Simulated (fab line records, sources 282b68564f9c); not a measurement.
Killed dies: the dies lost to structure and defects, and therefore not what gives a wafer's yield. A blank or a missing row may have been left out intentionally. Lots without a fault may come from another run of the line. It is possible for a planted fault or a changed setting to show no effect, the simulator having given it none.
fab line records || flow rit-cmos
[record] {"lots": 14, "wafers": 42, "last-day": 8}
route steps=202 shown NRETRO@59 CONTACT@168 M1@202
lots that met no fault: taken from a fault-free run of the same line
start-h: start of the lot's first displayed wafer, in hours after the record's first day || wait-h: hours since the lot's step before || " unchanged from the row above || L1.1+2: several wafers, shown together as one row || - no value, or no start given || * or withheld: withheld || < > ~ a bound
route shown NAME@n: a module of which the file shows steps, and the number in the route of the first || usual: the fault-free wafers' mean and standard deviation || same: alike in all rows || chamber/n: place in a boat || sites: per-site readings || _std_site: how widely they spread, as a standard deviation || _edge_site: inner sites' mean taken away from outer sites' mean || radius-mm: for every site, how far away it sits from the centre of the wafer || mask NAME#n: copy n || behind: the tool/chamber that last shaped the wafer || hold: why the lot was held/for how many hours/how that ended || device: transistor that didn't switch, given as n, p or np || end of line: at the end of the route, the tests of the same wafers || a step without rows: its recipe alone || killed: dies that structure and defects cost at the first sort, which is not the same as the wafer's yield || map: a wafer's dies, x killed, . not, _ none there
set.NAME: setting as actually run; set.NAME@STEP: the setting as run at that earlier step || model.NAME: the simulator's own value behind a step, which no gauge read
route steps across a sampled set of lots; one table per step, one row per wafer
services: a tool's chamber out of use, with start hour (start-h, from the record's first day; less than 0 if before it), hours out, and reason
[[steps]]
[step RIT_NRETRO_OVL_MEAS_06]
[usual] {"NRETRO_OVL": "0.1/1.3"}
{"lot.wafer": "L168.2", "tool": "overlay-02", "chamber": "-", "start-h": 35.52, "wait-h": "-", "NRETRO_OVL[nm]": 0.5}
{"lot.wafer": "L168.4", "tool": "overlay-02", "chamber": "-", "start-h": 35.52, "wait-h": "-", "NRETRO_OVL[nm]": 0.5}
{"lot.wafer": "L168.6", "tool": "overlay-02", "chamber": "-", "start-h": 35.52, "wait-h": "-", "NRETRO_OVL[nm]": 0.1}
{"lot.wafer": "L170.1", "tool": "overlay-01", "chamber": "-", "start-h": 46.12, "wait-h": "-", "NRETRO_OVL[nm]": 1.6}
{"lot.wafer": "L170.4", "tool": "overlay-01", "chamber": "-", "start-h": 46.12, "wait-h": "-", "NRETRO_OVL[nm]": 1.0}
{"lot.wafer": "L170.6", "tool": "overlay-01", "chamber": "-", "start-h": 46.12, "wait-h": "-", "NRETRO_OVL[nm]": 1.0}
{"lot.wafer": "L171.1", "tool": "overlay-01", "chamber": "-", "start-h": 51.08, "wait-h": "-", "NRETRO_OVL[nm]": 0.2}
{"lot.wafer": "L171.3", "tool": "overlay-01", "chamber": "-", "start-h": 51.08, "wait-h": "-", "NRETRO_OVL[nm]": -1.7}
{"lot.wafer": "L171.6", "tool": "overlay-01", "chamber": "-", "start-h": 51.08, "wait-h": "-", "NRETRO_OVL[nm]": 0.9}
{"lot.wafer": "L172.4", "tool": "overlay-01", "chamber": "-", "start-h": 58.08, "wait-h": "-", "NRETRO_OVL[nm]": -0.4}
{"lot.wafer": "L172.5", "tool": "overlay-01", "chamber": "-", "start-h": 58.08, "wait-h": "-", "NRETRO_OVL[nm]": -1.0}
{"lot.wafer": "L172.6", "tool": "overlay-01", "chamber": "-", "start-h": 58.08, "wait-h": "-", "NRETRO_OVL[nm]": -0.6}
{"lot.wafer": "L173.1", "tool": "overlay-01", "chamber": "-", "start-h": 63.14, "wait-h": "-", "NRETRO_OVL[nm]": -0.2}
{"lot.wafer": "L173.3", "tool": "overlay-01", "chamber": "-", "start-h": 63.14, "wait-h": "-", "NRETRO_OVL[nm]": -0.1}
{"lot.wafer": "L173.5", "tool": "overlay-01", "chamber": "-", "start-h": 63.14, "wait-h": "-", "NRETRO_OVL[nm]": -0.9}
{"lot.wafer": "L174.1", "tool": "overlay-02", "chamber": "-", "start-h": 67.97, "wait-h": "-", "NRETRO_OVL[nm]": 0.3}
{"lot.wafer": "L174.3", "tool": "overlay-02", "chamber": "-", "start-h": 67.97, "wait-h": "-", "NRETRO_OVL[nm]": 0.6}
{"lot.wafer": "L174.4", "tool": "overlay-02", "chamber": "-", "start-h": 67.97, "wait-h": "-", "NRETRO_OVL[nm]": -0.1}
{"lot.wafer": "L180.1", "tool": "overlay-02", "chamber": "-", "start-h": 98.30, "wait-h": "-", "NRETRO_OVL[nm]": -2.6}
{"lot.wafer": "L180.3", "tool": "overlay-02", "chamber": "-", "start-h": 98.30, "wait-h": "-", "NRETRO_OVL[nm]": -2.8}
{"lot.wafer": "L180.6", "tool": "overlay-02", "chamber": "-", "start-h": 98.30, "wait-h": "-", "NRETRO_OVL[nm]": -1.5}
{"lot.wafer": "L181.2", "tool": "overlay-01", "chamber": "-", "start-h": 103.60, "wait-h": "-", "NRETRO_OVL[nm]": 2.8}
{"lot.wafer": "L181.3", "tool": "overlay-01", "chamber": "-", "start-h": 103.60, "wait-h": "-", "NRETRO_OVL[nm]": 2.0}
{"lot.wafer": "L181.4", "tool": "overlay-01", "chamber": "-", "start-h": 103.60, "wait-h": "-", "NRETRO_OVL[nm]": 1.9}
{"lot.wafer": "L182.1", "tool": "overlay-01", "chamber": "-", "start-h": 107.39, "wait-h": "-", "NRETRO_OVL[nm]": -0.2}
{"lot.wafer": "L182.2", "tool": "overlay-01", "chamber": "-", "start-h": 107.39, "wait-h": "-", "NRETRO_OVL[nm]": -1.7}
{"lot.wafer": "L182.4", "tool": "overlay-01", "chamber": "-", "start-h": 107.39, "wait-h": "-", "NRETRO_OVL[nm]": -0.7}
{"lot.wafer": "L183.1", "tool": "overlay-02", "chamber": "-", "start-h": 112.35, "wait-h": "-", "NRETRO_OVL[nm]": 2.5}
{"lot.wafer": "L183.2", "tool": "overlay-02", "chamber": "-", "start-h": 112.35, "wait-h": "-", "NRETRO_OVL[nm]": 1.1}
{"lot.wafer": "L183.3", "tool": "overlay-02", "chamber": "-", "start-h": 112.35, "wait-h": "-", "NRETRO_OVL[nm]": 0.9}
{"lot.wafer": "L186.1", "tool": "overlay-02", "chamber": "-", "start-h": 125.60, "wait-h": "-", "NRETRO_OVL[nm]": 0.2}
{"lot.wafer": "L186.3", "tool": "overlay-02", "chamber": "-", "start-h": 125.60, "wait-h": "-", "NRETRO_OVL[nm]": 1.0}
{"lot.wafer": "L186.5", "tool": "overlay-02", "chamber": "-", "start-h": 125.60, "wait-h": "-", "NRETRO_OVL[nm]": 0.3}
{"lot.wafer": "L187.3", "tool": "overlay-01", "chamber": "-", "start-h": 136.13, "wait-h": "-", "NRETRO_OVL[nm]": 0.7}
{"lot.wafer": "L187.5", "tool": "overlay-01", "chamber": "-", "start-h": 136.13, "wait-h": "-", "NRETRO_OVL[nm]": -0.3}
{"lot.wafer": "L187.6", "tool": "overlay-01", "chamber": "-", "start-h": 136.13, "wait-h": "-", "NRETRO_OVL[nm]": -0.8}
{"lot.wafer": "L189.1", "tool": "overlay-02", "chamber": "-", "start-h": 141.37, "wait-h": "-", "NRETRO_OVL[nm]": 2.0}
{"lot.wafer": "L189.3", "tool": "overlay-02", "chamber": "-", "start-h": 141.37, "wait-h": "-", "NRETRO_OVL[nm]": 0.8}
{"lot.wafer": "L189.6", "tool": "overlay-02", "chamber": "-", "start-h": 141.37, "wait-h": "-", "NRETRO_OVL[nm]": 1.2}
{"lot.wafer": "L190.1", "tool": "overlay-01", "chamber": "-", "start-h": 147.94, "wait-h": "-", "NRETRO_OVL[nm]": -1.8}
{"lot.wafer": "L190.2", "tool": "overlay-01", "chamber": "-", "start-h": 147.94, "wait-h": "-", "NRETRO_OVL[nm]": -1.2}
{"lot.wafer": "L190.3", "tool": "overlay-01", "chamber": "-", "start-h": 147.94, "wait-h": "-", "NRETRO_OVL[nm]": -0.8}
[step RIT_CONTACT_CVD_00]
[recipe] {"material": "SiO2", "target-thk-nm": 400, "precursor": "TEOS", "temp-c": 390, "time-s": 61, "rf-w": 400}
[usual] {"heater-power-w": "317/45", "run-length-s": "88.8/0.57"}
{"lot.wafer": "L168.2", "tool": "pecvd-01", "chamber": 1, "start-h": 58.63, "wait-h": 0.0, "heater-power-w": 336, "run-length-s": 89.1}
{"lot.wafer": "L168.4", "tool": "pecvd-01", "chamber": 0, "start-h": 58.63, "wait-h": 0.0, "heater-power-w": 286, "run-length-s": 88.1}
{"lot.wafer": "L168.6", "tool": "pecvd-01", "chamber": 1, "start-h": 58.63, "wait-h": 0.0, "heater-power-w": 247, "run-length-s": 88.2}
{"lot.wafer": "L170.1", "tool": "pecvd-03", "chamber": 2, "start-h": 67.84, "wait-h": 0.1, "heater-power-w": 303, "run-length-s": 89.5}
{"lot.wafer": "L170.4", "tool": "pecvd-03", "chamber": 1, "start-h": 67.84, "wait-h": 0.1, "heater-power-w": 276, "run-length-s": 88.8}
{"lot.wafer": "L170.6", "tool": "pecvd-03", "chamber": 0, "start-h": 67.84, "wait-h": 0.1, "heater-power-w": 375, "run-length-s": 89.0}
{"lot.wafer": "L171.1", "tool": "pecvd-01", "chamber": 0, "start-h": 74.75, "wait-h": 0.1, "heater-power-w": 289, "run-length-s": 88.2}
{"lot.wafer": "L171.3", "tool": "pecvd-01", "chamber": 1, "start-h": 74.75, "wait-h": 0.1, "heater-power-w": 324, "run-length-s": 88.6}
{"lot.wafer": "L171.6", "tool": "pecvd-01", "chamber": 1, "start-h": 74.75, "wait-h": 0.1, "heater-power-w": 319, "run-length-s": 88.4}
{"lot.wafer": "L172.4", "tool": "pecvd-04", "chamber": 0, "start-h": 80.39, "wait-h": 0.0, "heater-power-w": 248, "run-length-s": 88.6}
{"lot.wafer": "L172.5", "tool": "pecvd-04", "chamber": 2, "start-h": 80.39, "wait-h": 0.0, "heater-power-w": 366, "run-length-s": 88.9}
{"lot.wafer": "L172.6", "tool": "pecvd-04", "chamber": 1, "start-h": 80.39, "wait-h": 0.0, "heater-power-w": 323, "run-length-s": 89.8}
{"lot.wafer": "L173.1", "tool": "pecvd-03", "chamber": 2, "start-h": 87.17, "wait-h": 0.1, "heater-power-w": 320, "run-length-s": 89.4}
{"lot.wafer": "L173.3", "tool": "pecvd-03", "chamber": 0, "start-h": 87.17, "wait-h": 0.1, "heater-power-w": 424, "run-length-s": 88.4}
{"lot.wafer": "L173.5", "tool": "pecvd-03", "chamber": 1, "start-h": 87.17, "wait-h": 0.1, "heater-power-w": 288, "run-length-s": 88.9}
{"lot.wafer": "L174.1", "tool": "pecvd-01", "chamber": 2, "start-h": 92.66, "wait-h": 0.1, "heater-power-w": 334, "run-length-s": 88.8}
{"lot.wafer": "L174.3", "tool": "pecvd-01", "chamber": 1, "start-h": 92.66, "wait-h": 0.1, "heater-power-w": 334, "run-length-s": 88.3}
{"lot.wafer": "L174.4", "tool": "pecvd-01", "chamber": 1, "start-h": 92.66, "wait-h": 0.1, "heater-power-w": 339, "run-length-s": 89.2}
{"lot.wafer": "L180.1", "tool": "pecvd-01", "chamber": 1, "start-h": 121.18, "wait-h": 0.1, "heater-power-w": 325, "run-length-s": 88.6}
{"lot.wafer": "L180.3", "tool": "pecvd-01", "chamber": 0, "start-h": 121.18, "wait-h": 0.1, "heater-power-w": 323, "run-length-s": 105.7}
{"lot.wafer": "L180.6", "tool": "pecvd-01", "chamber": 2, "start-h": 121.18, "wait-h": 0.1, "heater-power-w": 352, "run-length-s": 88.1}
{"lot.wafer": "L181.2", "tool": "pecvd-03", "chamber": 1, "start-h": 128.13, "wait-h": 0.0, "heater-power-w": 254, "run-length-s": 88.9}
{"lot.wafer": "L181.3", "tool": "pecvd-03", "chamber": 0, "start-h": 128.13, "wait-h": 0.0, "heater-power-w": 411, "run-length-s": 88.6}
{"lot.wafer": "L181.4", "tool": "pecvd-03", "chamber": 1, "start-h": 128.13, "wait-h": 0.0, "heater-power-w": 267, "run-length-s": 88.7}
{"lot.wafer": "L182.1", "tool": "pecvd-01", "chamber": 2, "start-h": 133.85, "wait-h": 0.1, "heater-power-w": 365, "run-length-s": 88.2}
{"lot.wafer": "L182.2", "tool": "pecvd-01", "chamber": 0, "start-h": 133.85, "wait-h": 0.1, "heater-power-w": 339, "run-length-s": 105.2}
{"lot.wafer": "L182.4", "tool": "pecvd-01", "chamber": 0, "start-h": 133.85, "wait-h": 0.1, "heater-power-w": 348, "run-length-s": 105.2}
{"lot.wafer": "L183.1", "tool": "pecvd-04", "chamber": 2, "start-h": 135.75, "wait-h": 0.1, "heater-power-w": 299, "run-length-s": 88.7}
{"lot.wafer": "L183.2", "tool": "pecvd-04", "chamber": 0, "start-h": 135.75, "wait-h": 0.1, "heater-power-w": 262, "run-length-s": 88.6}
{"lot.wafer": "L183.3", "tool": "pecvd-04", "chamber": 1, "start-h": 135.75, "wait-h": 0.1, "heater-power-w": 341, "run-length-s": 89.5}
{"lot.wafer": "L186.1", "tool": "pecvd-03", "chamber": 2, "start-h": 149.12, "wait-h": 0.1, "heater-power-w": 294, "run-length-s": 89.6}
{"lot.wafer": "L186.3", "tool": "pecvd-03", "chamber": 0, "start-h": 149.12, "wait-h": 0.1, "heater-power-w": 381, "run-length-s": 88.8}
{"lot.wafer": "L186.5", "tool": "pecvd-03", "chamber": 0, "start-h": 149.12, "wait-h": 0.1, "heater-power-w": 400, "run-length-s": 88.7}
{"lot.wafer": "L187.3", "tool": "pecvd-04", "chamber": 0, "start-h": 156.71, "wait-h": 0.0, "heater-power-w": 287, "run-length-s": 88.7}
{"lot.wafer": "L187.5", "tool": "pecvd-04", "chamber": 1, "start-h": 156.71, "wait-h": 0.0, "heater-power-w": 302, "run-length-s": 89.4}
{"lot.wafer": "L187.6", "tool": "pecvd-04", "chamber": 2, "start-h": 156.71, "wait-h": 0.0, "heater-power-w": 348, "run-length-s": 88.6}
{"lot.wafer": "L189.1", "tool": "pecvd-03", "chamber": 0, "start-h": 176.34, "wait-h": 0.1, "heater-power-w": 401, "run-length-s": 89.0}
{"lot.wafer": "L189.3", "tool": "pecvd-03", "chamber": 2, "start-h": 176.34, "wait-h": 0.1, "heater-power-w": 341, "run-length-s": 89.5}
{"lot.wafer": "L189.6", "tool": "pecvd-03", "chamber": 0, "start-h": 176.34, "wait-h": 0.1, "heater-power-w": 402, "run-length-s": 88.6}
{"lot.wafer": "L190.1", "tool": "pecvd-04", "chamber": 1, "start-h": 180.90, "wait-h": 0.1, "heater-power-w": 309, "run-length-s": 90.1}
{"lot.wafer": "L190.2", "tool": "pecvd-04", "chamber": 2, "start-h": 180.90, "wait-h": 0.1, "heater-power-w": 366, "run-length-s": 88.9}
{"lot.wafer": "L190.3", "tool": "pecvd-04", "chamber": 0, "start-h": 180.90, "wait-h": 0.1, "heater-power-w": 229, "run-length-s": 89.1}
[step RIT_CONTACT_THK_MEAS_01]
[recipe] {"reads": "SiO2_of_CONTACT_CVD_00"}
[usual] {"CONTACT_TEOS_THK": "401/4.8"}
{"lot.wafer": "L168.2", "tool": "film-metro-01", "chamber": "-", "start-h": 58.69, "wait-h": 0.0, "CONTACT_TEOS_THK[nm]": 404}
{"lot.wafer": "L168.4", "tool": "film-metro-01", "chamber": "-", "start-h": 58.69, "wait-h": 0.0, "CONTACT_TEOS_THK[nm]": 402}
{"lot.wafer": "L168.6", "tool": "film-metro-01", "chamber": "-", "start-h": 58.69, "wait-h": 0.0, "CONTACT_TEOS_THK[nm]": 406}
{"lot.wafer": "L170.1", "tool": "film-metro-02", "chamber": "-", "start-h": 67.89, "wait-h": 0.0, "CONTACT_TEOS_THK[nm]": 394}
{"lot.wafer": "L170.4", "tool": "film-metro-02", "chamber": "-", "start-h": 67.89, "wait-h": 0.0, "CONTACT_TEOS_THK[nm]": 406}
{"lot.wafer": "L170.6", "tool": "film-metro-02", "chamber": "-", "start-h": 67.89, "wait-h": 0.0, "CONTACT_TEOS_THK[nm]": 407}
{"lot.wafer": "L171.1", "tool": "film-metro-04", "chamber": "-", "start-h": 74.80, "wait-h": 0.0, "CONTACT_TEOS_THK[nm]": 399}
{"lot.wafer": "L171.3", "tool": "film-metro-04", "chamber": "-", "start-h": 74.80, "wait-h": 0.0, "CONTACT_TEOS_THK[nm]": 404}
{"lot.wafer": "L171.6", "tool": "film-metro-04", "chamber": "-", "start-h": 74.80, "wait-h": 0.0, "CONTACT_TEOS_THK[nm]": 406}
{"lot.wafer": "L172.4", "tool": "film-metro-04", "chamber": "-", "start-h": 80.44, "wait-h": 0.0, "CONTACT_TEOS_THK[nm]": 402}
{"lot.wafer": "L172.5", "tool": "film-metro-04", "chamber": "-", "start-h": 80.44, "wait-h": 0.0, "CONTACT_TEOS_THK[nm]": 399}
{"lot.wafer": "L172.6", "tool": "film-metro-04", "chamber": "-", "start-h": 80.44, "wait-h": 0.0, "CONTACT_TEOS_THK[nm]": 401}
{"lot.wafer": "L173.1", "tool": "film-metro-02", "chamber": "-", "start-h": 87.22, "wait-h": 0.0, "CONTACT_TEOS_THK[nm]": 393}
{"lot.wafer": "L173.3", "tool": "film-metro-02", "chamber": "-", "start-h": 87.22, "wait-h": 0.0, "CONTACT_TEOS_THK[nm]": 392}
{"lot.wafer": "L173.5", "tool": "film-metro-02", "chamber": "-", "start-h": 87.22, "wait-h": 0.0, "CONTACT_TEOS_THK[nm]": 396}
{"lot.wafer": "L174.1", "tool": "film-metro-04", "chamber": "-", "start-h": 92.71, "wait-h": 0.0, "CONTACT_TEOS_THK[nm]": 401}
{"lot.wafer": "L174.3", "tool": "film-metro-04", "chamber": "-", "start-h": 92.71, "wait-h": 0.0, "CONTACT_TEOS_THK[nm]": 400}
{"lot.wafer": "L174.4", "tool": "film-metro-04", "chamber": "-", "start-h": 92.71, "wait-h": 0.0, "CONTACT_TEOS_THK[nm]": 411}
{"lot.wafer": "L180.1", "tool": "film-metro-02", "chamber": "-", "start-h": 121.23, "wait-h": 0.0, "CONTACT_TEOS_THK[nm]": 401}
{"lot.wafer": "L180.3", "tool": "film-metro-02", "chamber": "-", "start-h": 121.23, "wait-h": 0.0, "CONTACT_TEOS_THK[nm]": 511}
{"lot.wafer": "L180.6", "tool": "film-metro-02", "chamber": "-", "start-h": 121.23, "wait-h": 0.0, "CONTACT_TEOS_THK[nm]": 412}
{"lot.wafer": "L181.2", "tool": "film-metro-02", "chamber": "-", "start-h": 128.19, "wait-h": 0.0, "CONTACT_TEOS_THK[nm]": 400}
{"lot.wafer": "L181.3", "tool": "film-metro-02", "chamber": "-", "start-h": 128.19, "wait-h": 0.0, "CONTACT_TEOS_THK[nm]": 394}
{"lot.wafer": "L181.4", "tool": "film-metro-02", "chamber": "-", "start-h": 128.19, "wait-h": 0.0, "CONTACT_TEOS_THK[nm]": 401}
{"lot.wafer": "L182.1", "tool": "film-metro-02", "chamber": "-", "start-h": 133.90, "wait-h": 0.0, "CONTACT_TEOS_THK[nm]": 399}
{"lot.wafer": "L182.2", "tool": "film-metro-02", "chamber": "-", "start-h": 133.90, "wait-h": 0.0, "CONTACT_TEOS_THK[nm]": 509}
{"lot.wafer": "L182.4", "tool": "film-metro-02", "chamber": "-", "start-h": 133.90, "wait-h": 0.0, "CONTACT_TEOS_THK[nm]": 519}
{"lot.wafer": "L183.1", "tool": "film-metro-01", "chamber": "-", "start-h": 135.80, "wait-h": 0.0, "CONTACT_TEOS_THK[nm]": 393}
{"lot.wafer": "L183.2", "tool": "film-metro-01", "chamber": "-", "start-h": 135.80, "wait-h": 0.0, "CONTACT_TEOS_THK[nm]": 395}
{"lot.wafer": "L183.3", "tool": "film-metro-01", "chamber": "-", "start-h": 135.80, "wait-h": 0.0, "CONTACT_TEOS_THK[nm]": 391}
{"lot.wafer": "L186.1", "tool": "film-metro-04", "chamber": "-", "start-h": 149.17, "wait-h": 0.0, "CONTACT_TEOS_THK[nm]": 398}
{"lot.wafer": "L186.3", "tool": "film-metro-04", "chamber": "-", "start-h": 149.17, "wait-h": 0.0, "CONTACT_TEOS_THK[nm]": 396}
{"lot.wafer": "L186.5", "tool": "film-metro-04", "chamber": "-", "start-h": 149.17, "wait-h": 0.0, "CONTACT_TEOS_THK[nm]": 403}
{"lot.wafer": "L187.3", "tool": "film-metro-04", "chamber": "-", "start-h": 156.78, "wait-h": 0.0, "CONTACT_TEOS_THK[nm]": 402}
{"lot.wafer": "L187.5", "tool": "film-metro-04", "chamber": "-", "start-h": 156.78, "wait-h": 0.0, "CONTACT_TEOS_THK[nm]": 403}
{"lot.wafer": "L187.6", "tool": "film-metro-04", "chamber": "-", "start-h": 156.78, "wait-h": 0.0, "CONTACT_TEOS_THK[nm]": 404}
{"lot.wafer": "L189.1", "tool": "film-metro-02", "chamber": "-", "start-h": 176.39, "wait-h": 0.0, "CONTACT_TEOS_THK[nm]": 401}
{"lot.wafer": "L189.3", "tool": "film-metro-02", "chamber": "-", "start-h": 176.39, "wait-h": 0.0, "CONTACT_TEOS_THK[nm]": 399}
{"lot.wafer": "L189.6", "tool": "film-metro-02", "chamber": "-", "start-h": 176.39, "wait-h": 0.0, "CONTACT_TEOS_THK[nm]": 405}
{"lot.wafer": "L190.1", "tool": "film-metro-04", "chamber": "-", "start-h": 180.95, "wait-h": 0.0, "CONTACT_TEOS_THK[nm]": 400}
{"lot.wafer": "L190.2", "tool": "film-metro-04", "chamber": "-", "start-h": 180.95, "wait-h": 0.0, "CONTACT_TEOS_THK[nm]": 399}
{"lot.wafer": "L190.3", "tool": "film-metro-04", "chamber": "-", "start-h": 180.95, "wait-h": 0.0, "CONTACT_TEOS_THK[nm]": 399}
[step RIT_M1_PROBE_99]
[usual] {"killed-at-contacts": "0.1/0.23", "killed-at-front-end": "7/3", "killed-dies": "7/3", "killed-on-rim": "1.8/1.5", "killed-open": "3.3/1.8", "killed-short": "3.3/2.2"}
[same] {"gross-dies": 264, "killed_at_M0_to_M3": 0, "killed_at_M4_up": 0, "killed-at-back-side": 0, "killed-at-other": 0}
{"lot.wafer": "L180.1", "tool": "prober-01", "chamber": "-", "start-h": 129.93, "wait-h": 0.1, "killed-at-contacts": 0, "killed-at-front-end": 7, "killed-dies": 7, "killed-on-rim": 1, "killed-open": 1, "killed-short": 6}
{"lot.wafer": "L180.3", "tool": "prober-01", "chamber": "-", "start-h": 130.03, "wait-h": 0.2, "killed-at-contacts": 257, "killed-at-front-end": 7, "killed-dies": 264, "killed-on-rim": 70, "killed-open": 5, "killed-short": 2}
{"lot.wafer": "L180.6", "tool": "prober-01", "chamber": "-", "start-h": 130.18, "wait-h": 0.2, "killed-at-contacts": 0, "killed-at-front-end": 10, "killed-dies": 10, "killed-on-rim": 1, "killed-open": 2, "killed-short": 8}
{"lot.wafer": "L182.1", "tool": "prober-01", "chamber": "-", "start-h": 140.48, "wait-h": 0.1, "killed-at-contacts": 0, "killed-at-front-end": 4, "killed-dies": 4, "killed-on-rim": 3, "killed-open": 2, "killed-short": 2}
{"lot.wafer": "L182.2", "tool": "prober-01", "chamber": "-", "start-h": 140.53, "wait-h": 0.1, "killed-at-contacts": 255, "killed-at-front-end": 5, "killed-dies": 260, "killed-on-rim": 70, "killed-open": 3, "killed-short": 2}
{"lot.wafer": "L182.4", "tool": "prober-01", "chamber": "-", "start-h": 140.63, "wait-h": 0.2, "killed-at-contacts": 260, "killed-at-front-end": 4, "killed-dies": 264, "killed-on-rim": 70, "killed-open": 1, "killed-short": 3}
// killed by level:class
L180.1 GATE:geometric-particle:short=4 FOX1:geometric-particle:short=1 REOX:geometric-particle:open=1 REOX:geometric-particle:short=1
L180.3 CONTACT:area-etch=257 GATE:geometric-particle:open=2 FOX1:geometric-particle:open=1 FOX2:geometric-particle:short=1 GATE:geometric-particle:short=1 SPACER:geometric-particle:open=1 SILICIDE:geometric-particle:open=1
L180.6 GATE:geometric-particle:short=6 GATE:geometric-particle:open=2 FOX1:geometric-particle:short=1 SPACER:geometric-particle:short=1
L182.1 GATE:geometric-particle:short=2 FOX1:geometric-particle:open=1 SILICIDE:geometric-particle:open=1
L182.2 CONTACT:area-etch=255 FOX1:geometric-particle:short=1 FOX1:geometric-particle:open=1 GATE:geometric-particle:short=1 REOX:geometric-particle:open=1 SILICIDE:geometric-particle:open=1
L182.4 CONTACT:area-etch=260 FOX1:geometric-particle:short=1 GATE:geometric-particle:short=1 GATE:geometric-particle:open=1 SILICIDE:geometric-particle:short=1
[[services]]
{"tool": "pecvd-04", "chamber": "-", "start-h": 72.20, "hours": 0.9, "kind": "repair"}
{"tool": "pecvd-04", "chamber": "-", "start-h": 98.95, "hours": 0.8, "kind": "repair"}
{"tool": "pecvd-03", "chamber": "-", "start-h": 123.13, "hours": 0.9, "kind": "repair"}
{"tool": "pecvd-04", "chamber": "-", "start-h": 128.57, "hours": 6.0, "kind": "pm"}
{"tool": "pecvd-04", "chamber": "-", "start-h": 148.83, "hours": 2.4, "kind": "repair"}
{"tool": "pecvd-03", "chamber": 1, "start-h": 162.49, "hours": 1.7, "kind": "repair"}
[[key]]
[first-sign] {"step": "RIT_CONTACT_CVD_00", "reading": "run-length-s", "direction": "up", "sigmas": 29, "usual": "*", "struck": "*"}
[effect] {"step": "RIT_CONTACT_THK_MEAS_01", "reading": "CONTACT_TEOS_THK", "direction": "up", "sigmas": 23, "usual": 401, "struck": 513}
[effect] {"step": "RIT_M1_PROBE_99", "reading": "killed-at-contacts", "direction": "up", "sigmas": "99+", "usual": 0.1, "struck": 257.3}
[more-kills-born-at] {"RIT_CONTACT_ETCH_11@rie-diel-02": 515, "RIT_CONTACT_ETCH_11@rie-diel-03": 257}
met-at RIT_CONTACT_CVD_00
struck-lots L180,L182
struck-wafers L180.3,L182.2,L182.4
later-rows-left-out L180.3,L182.2,L182.4
tester-left-out L180,L182
not-acting-at RIT_NRETRO_OVL_MEAS_06
onset-between 74.75 121.18
[fault] {"kind": "process-parameter-drift", "tool": "pecvd-01", "chamber": 0, "onset-h": 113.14, "steps": "RIT_CONTACT_CVD_00", "channel": "time-s", "offset": "*", "shape": "step", "end-h": 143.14, "stated": "*"}
// tester-left-out: of these lots the tester's yield and bins aren't shown, on N5 and GAA mostly nor the transistor test; their killed dies are dies lost to structure and defects alone, not to doping, threshold or leakage, so they don't give the yield
// later-rows-left-out: the simulator's readings of these wafers behind a module that went badly wrong aren't trusted and aren't shown, but for the sort
